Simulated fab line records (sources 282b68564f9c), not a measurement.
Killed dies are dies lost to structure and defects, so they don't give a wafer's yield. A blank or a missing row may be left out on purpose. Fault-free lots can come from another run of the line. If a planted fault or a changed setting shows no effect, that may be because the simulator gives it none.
A lot that was struck, set against a sound lot -- flow rit cmos -- 22 steps out of a route of 202
Sound: these wafers, L736.1, L736.4, L736.6. The struck wafers were L739.3, L739.5, L739.6. At the end, the cause is stated.
At each step with rows: each side's tool, then ch and its chambers, then its first start. Under that, the readings that differ: sound wafers -- struck wafers -- difference of the means -- sigmas: that difference in standard deviations of wafers without a fault.
alike: words and numbers the same on both sides, and readings whose means are apart by under 2 such deviations; not compared: readings that were withheld, readings missing a value for some wafer, numbers with overlapping values and no deviation given by the record, and bounds like >300 which may hide the same value.
The two part at a step that has a row with sigmas, a row that says differs or no value, or rows on one side only. When numbers do not overlap yet have no deviation, they are printed without sigmas and do not part them. A reading that every wafer of one side lacks parts them only if that side has two wafers or more.

first, 2 steps without rows for these wafers: RIT_NSD_HARDBAKE_07 (time 60 s); RIT_NSD_IMPLANT_08.
RIT_NSD_STRIP_09: strips in O2, time 180 s.
  sound on plasma asher-03 ch 0,1, day 6 02:34; struck on plasma asher-02 ch 0,1, day 6 21:40
  alike: drypump motor current A, o2 flow sccm
  not compared: rf hours counter h
RIT_NSD_TW_MEAS_10:
  sound on film metro-04, day 6 02:45; struck on film metro-02, day 6 21:48
  alike: NSD_TW
then, 6 steps without rows for these wafers: RIT_PSD_HMDS_00 (prime time 60 s); RIT_PSD_COAT_01 (resist thk 1000 nm); RIT_PSD_SOFTBAKE_02 (time 60 s); RIT_PSD_EXPOSE_03 (exposes mask M10, target cd 40900 nm); RIT_PSD_PEB_04; RIT_PSD_DEVELOP_05 (develop time 50 s).
RIT_PSD_OVL_MEAS_06:
  sound on overlay-02, day 6 03:47; struck on overlay-02, day 6 22:46
  alike: PSD_OVL
then, 1 step without rows for these wafers: RIT_PSD_HARDBAKE_07 (time 60 s).
RIT_PSD_IMPLANT_08:
  sound on implanter-03 ch 0, day 6 03:58; struck on implanter-03 ch 0, day 6 22:59
reading,sound,struck,difference,sigmas
beam energy keV,27.010 27.007 27.021,28.373 28.379 28.392,+1.369,+99 or more
model.implant.rp nm (nm),21.74 21.74 21.74,23.33 23.33 23.33,+1.59,
model.implant.drp nm (nm),12.05 12.05 12.05,12.48 12.48 12.48,+0.43,
RIT_PSD_STRIP_09: strips in O2, time 180 s.
  sound on plasma asher-04 ch 0,1, day 6 04:07; struck on plasma asher-01 ch 0,1, day 6 23:08
  alike: drypump motor current A, o2 flow sccm
  not compared: rf hours counter h
RIT_PSD_TW_MEAS_10:
  sound on film metro-02, day 6 04:17; struck on film metro-04, day 6 23:17
  alike: PSD_TW
then, 3 steps without rows for these wafers: RIT_SDANNEAL_CLEAN_00 (cleans in SC1, time 600 s); RIT_SDANNEAL_CLEAN_01 (cleans in dHF, time 30 s); RIT_SDANNEAL_CLEAN_02 (cleans in SC2, time 600 s).
RIT_SDANNEAL_RTA_03: time 5 s.
  sound on rtp anneal-01 ch 0, day 6 04:47; struck on rtp anneal-02 ch 0, day 6 23:43
  alike: ramp down c per s, wafer_temp_C_max
RIT_SDANNEAL_RS_MEAS_04: uses a four-point probe to measure.
  sound on film metro-04, day 6 04:51; struck on film metro-04, day 6 23:47
reading,sound,struck,difference,sigmas
PSD_RS (ohm/sq),116.34 115.72 115.66,113.16 112.96 112.95,-2.88,-12
RIT_SDANNEAL_RS_MEAS_05: uses a four-point probe to measure.
  sound on film metro-04, day 6 04:58; struck on film metro-04, day 6 23:55
  alike: NSD_RS
RIT_M1_PROBE_99:
  sound on prober-01, day 6 12:14; struck on prober-01, day 7 07:16
reading,sound,struck,difference,sigmas
model.etest.vpnp.gain,1.028 1.032 1.017,1.116 1.125 1.116,+0.093,
  alike: killed at front end, killed dies, killed open, killed short

== WHERE THEY PART ==
At RIT_PSD_IMPLANT_08 first; at RIT_SDANNEAL_RS_MEAS_04 last (within this record only). Later steps at which nothing parts them and some readings are alike: RIT_SDANNEAL_RS_MEAS_05, RIT_M1_PROBE_99.

WHY: the cause the simulator had injected
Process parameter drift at RIT_PSD_IMPLANT_08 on implanter-03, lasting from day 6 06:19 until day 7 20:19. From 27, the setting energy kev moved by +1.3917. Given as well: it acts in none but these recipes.
